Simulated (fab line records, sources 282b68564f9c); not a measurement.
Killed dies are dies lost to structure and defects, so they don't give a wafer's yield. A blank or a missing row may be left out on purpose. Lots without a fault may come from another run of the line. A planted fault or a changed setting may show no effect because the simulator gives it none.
One fault seen from 2 desks | flow rit_cmos | each desk has only its own numbers; what lay behind them comes last

THE METROLOGY DESK
What the gauges read, lot by lot, whatever tool the lot ran on: means of the sampled wafers that have a number. A lot is out of limits, marked OUT, if its mean lies more than 4 standard deviations from the usual mean; the brackets give that distance.
Columns: A = SILICIDE_TI_RS at RIT_SILICIDE_RS_MEAS_02, usual 50.7 ohm/sq; B = SILICIDE_TI_THK at RIT_SILICIDE_THK_MEAS_03, usual 28.26 nm
lot  | first seen here | A              | B
L141 | day 3 03:28     | 50.3           | 28.52
L142 | day 3 06:28     | 51.2           | 28.05
L143 | day 3 13:37     | 50.5           | 28.29
L144 | day 3 17:45     | 51.1           | 28.16
L145 | day 4 00:11     | 50.9           | 28.39
L146 | day 4 03:38     | 51.6           | 27.87
L147 | day 4 07:17     | 49.9           | 28.63
L148 | day 4 13:39     | 50.7           | 28.22
L151 | day 5 04:23     | 32.6 (-32) OUT | 40.48 (+47) OUT
L153 | day 5 13:54     | 32.6 (-32) OUT | 40.36 (+47) OUT
L154 | day 5 18:43     | 50.6           | 28.27
L157 | day 6 09:50     | 51.0           | 28.17
L161 | day 7 08:29     | 50.9           | 28.34
L163 | day 7 18:07     | 50.2           | 28.63
This desk's finding: out of limits on L151, L153; first on L151, day 5 04:23 (SILICIDE_TI_RS at RIT_SILICIDE_RS_MEAS_02). In limits: L141, L142, L143, L144, L145, L146, L147, L148, L154, L157, L161, L163.

THE TOOL OWNER'S DESK: pvd_sputter-01
The tool's own readings at RIT_SILICIDE_SPUTTER_01 (material Ti, target thk 30 nm, time 229.5 s): means of the sampled wafers that have a number, for each lot that ran on this tool. A lot is out of limits, marked OUT, if its mean lies more than 4 standard deviations from the usual mean; the brackets give that distance.
Columns: A = throttle_valve_pct at RIT_SILICIDE_SPUTTER_01, usual 30.2 %
lot  | first seen here | A
L143 | day 3 13:28     | 30.0
L145 | day 4 00:02     | 30.8
L147 | day 4 07:08     | 30.1
L151 | day 5 04:05     | 29.9
L153 | day 5 13:45     | 30.5
This desk's finding: nothing out of limits on any of the 5 lots.

PUT TOGETHER
The metrology desk could have raised an alarm at day 5 04:23, on L151, L153.
The tool owner's desk saw nothing out of limits.
The tool owner's desk has L151, L153 on record, within its limits.
Of the lots named, all ran RIT_SILICIDE_SPUTTER_01 on pvd_sputter-01.

WHAT THE SIMULATOR HAD PUT IN
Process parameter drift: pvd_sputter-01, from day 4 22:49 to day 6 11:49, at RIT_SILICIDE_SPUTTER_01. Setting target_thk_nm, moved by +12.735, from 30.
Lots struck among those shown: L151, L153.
Hours from the fault's start to each desk's first reading out of limits: the metrology desk, 6.
